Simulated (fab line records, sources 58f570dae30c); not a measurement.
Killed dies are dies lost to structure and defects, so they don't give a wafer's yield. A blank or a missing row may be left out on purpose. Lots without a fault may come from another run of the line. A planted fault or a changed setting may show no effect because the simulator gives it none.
Which tool did it? | flow berkeley_cmos170 | 14 lots, 42 wafers sampled, at 3 steps of a route of 331

WHAT THE GAUGES READ, wafer by wafer
UCB170_PFIELD_OVL_MEAS_06. Usual: PFIELD_OVL -3 nm, standard deviation 4.9.
lot  | measured    | on         | PFIELD_OVL (nm) | flag
L810 | day 4 04:59 | overlay-01 | -2 -4 -7        |
L812 | day 4 10:14 | overlay-02 | -5 3 -6         |
L813 | day 4 15:59 | overlay-01 | -8 -6 -10       |
L814 | day 4 16:17 | overlay-01 | -1 -5 3         |
L815 | day 5 01:07 | overlay-02 | 3 -2 5          |
L816 | day 5 09:42 | overlay-01 | -5 -4 -1        |
L817 | day 5 22:02 | overlay-02 | 0 -5 -5         |
L820 | day 6 07:36 | overlay-01 | -1 1 5          |
L823 | day 6 20:03 | overlay-01 | -11 -15 -8      |
L829 | day 8 13:31 | overlay-01 | 5 5 9           |
L828 | day 8 13:45 | overlay-01 | -2 -8 -9        |
L831 | day 8 21:24 | overlay-02 | -3 7 -4         |
L833 | day 9 12:22 | overlay-01 | -9 -4 -4        |
L832 | day 9 12:23 | overlay-01 | -7 7 7          |

UCB170_M3_CD_MEAS_15: target cd 700 nm. Usual: cd_nm 700.0 nm, standard deviation 1.7.
lot  | measured     | on        | cd_nm (nm)        | flag
L810 | day 7 18:08  | cd_sem-01 | 698.7 696.4 696.9 |
L812 | day 7 17:32  | cd_sem-01 | 699.6 700.1 700.2 |
L813 | day 8 01:20  | cd_sem-01 | 698.9 699.0 699.6 |
L814 | day 8 00:47  | cd_sem-02 | 700.2 698.6 700.9 |
L815 | day 8 16:27  | cd_sem-02 | 698.2 699.1 698.6 |
L816 | day 8 20:10  | cd_sem-02 | 698.2 697.0 697.7 |
L817 | day 9 07:39  | cd_sem-02 | 701.1 700.8 702.1 |
L820 | day 9 23:04  | cd_sem-01 | 702.2 700.1 701.2 |
L823 | day 10 11:32 | cd_sem-01 | 699.1 701.3 700.2 |
L829 | day 12 02:36 | cd_sem-01 | 697.9 699.5 698.6 |
L828 | day 12 02:19 | cd_sem-01 | 697.7 697.6 698.7 |
L831 | day 12 09:02 | cd_sem-01 | 700.6 700.9 700.0 |
L833 | day 13 02:34 | cd_sem-02 | 700.6 699.6 698.4 |
L832 | day 13 01:28 | cd_sem-02 | 702.4 702.3 702.1 |

WHICH TOOL RAN EACH LOT (tool, then ch and the chambers of the sampled wafers, then the start)
lot  | UCB170_M2_METAL_ETCH_18
L810 | rie_metal-02 ch 0,1, day 7 13:05
L812 | rie_metal-04 ch 0,1, day 7 12:36
L813 | rie_metal-02 ch 0,1, day 7 20:24
L814 | rie_metal-04 ch 0,1, day 7 20:13
L815 | rie_metal-03 ch 0,1, day 8 10:14
L816 | rie_metal-02 ch 0,1, day 8 14:10
L817 | rie_metal-02 ch 0, day 9 02:55
L820 | rie_metal-02 ch 0,1, day 9 17:13
L823 | rie_metal-02 ch 0,1, day 10 05:33
L829 | rie_metal-04 ch 0,1, day 11 17:24
L828 | rie_metal-03 ch 0,1, day 11 17:17
L831 | rie_metal-04 ch 0,1, day 12 02:30
L833 | rie_metal-03 ch 0,1, day 12 20:10
L832 | rie_metal-03 ch 1, day 12 19:02
- UCB170_M2_METAL_ETCH_18: etches Al in Cl2/BCl3, stops on SiO2, target depth 1170 nm, time 195 s.

WHAT THE TOOLS THEMSELVES READ (means of the sampled wafers that have a number; where no wafer has one, the mark that the record gives instead)
UCB170_M2_METAL_ETCH_18. Usual: bias_w 119.9 W, standard deviation 0.39; chamber_pressure_mTorr 12.001 mTorr, standard deviation 0.01; drypump_motor_current_A 5.8 A, standard deviation 0.48; oes_product_au 0.851 a.u., standard deviation 0.016; throttle_valve_pct 24.35 %, standard deviation 0.14.
lot  | tool         | bias_w (W) | chamber_pressure_mTorr (mTorr) | drypump_motor_current_A (A) | oes_product_au (a.u.) | throttle_valve_pct (%) | flag
L810 | rie_metal-02 | 120.4      | 12.005                         | 6.3                         | 0.850                 | 24.44                  |
L812 | rie_metal-04 | 119.9      | 12.004                         | 5.6                         | 0.847                 | 24.34                  |
L813 | rie_metal-02 | 120.1      | 12.004                         | 6.3                         | 0.854                 | 24.43                  |
L814 | rie_metal-04 | 119.5      | 11.995                         | 5.7                         | 0.840                 | 24.35                  |
L815 | rie_metal-03 | 120.1      | 12.001                         | 5.7                         | 0.856                 | 24.35                  |
L816 | rie_metal-02 | 119.9      | 11.992                         | 6.0                         | 0.862                 | 24.27                  |
L817 | rie_metal-02 | 119.4      | 12.011                         | 6.6                         | 0.843                 | 24.59                  |
L820 | rie_metal-02 | 120.3      | 11.203                         | 6.3                         | 0.849                 | 24.43                  | OFF
L823 | rie_metal-02 | 119.9      | 10.406                         | 6.0                         | 0.866                 | 24.28                  | OFF
L829 | rie_metal-04 | 119.8      | 12.012                         | 5.3                         | 0.837                 | 24.34                  |
L828 | rie_metal-03 | 119.6      | 12.001                         | 5.7                         | 0.851                 | 24.36                  |
L831 | rie_metal-04 | 119.9      | 12.000                         | 5.6                         | 0.841                 | 24.35                  |
L833 | rie_metal-03 | 119.7      | 11.990                         | 5.7                         | 0.862                 | 24.42                  |
L832 | rie_metal-03 | 120.3      | 12.002                         | 5.6                         | 0.871                 | 24.29                  |

THE ANSWER, worked out from the rows above alone
Rule: a lot is off if the mean of its wafers that have a number lies more than 3 standard deviations from the usual mean. A lot without any number at a reading at which 4 lots or more have one is off too. The other lots that the step has rows for count as sound. The gauges are gone through in route order, then the tools' own readings, and for those a lot's mean is taken as printed above. The first step at which some lot is off is used, and at that step the reading that is off furthest; a lot without a number counts as furthest.
Off: L820, L823, at UCB170_M2_METAL_ETCH_18 (chamber_pressure_mTorr).
A tool fits if, at that step or a process step before it, it ran every lot that is off, and no sound lot after the first of them. One fits: rie_metal-02 at UCB170_M2_METAL_ETCH_18. Its last sound lot is L817 (day 9 02:55), its first lot that is off L820 (day 9 17:13): a fault that began between those two fits.
The tool's own readings at UCB170_M2_METAL_ETCH_18 bear it out: on the lots that are off they differ by more than 5 times the standard deviation of the sound lots' means. chamber_pressure_mTorr reads 10.805 mTorr there against 12.001 mTorr on the sound lots.

WHAT THE SIMULATOR HAD PUT IN
Process parameter drift: rie_metal-02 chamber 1, from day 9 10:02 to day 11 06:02, at UCB170_M2_METAL_ETCH_18. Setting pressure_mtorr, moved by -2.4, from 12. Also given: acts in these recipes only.
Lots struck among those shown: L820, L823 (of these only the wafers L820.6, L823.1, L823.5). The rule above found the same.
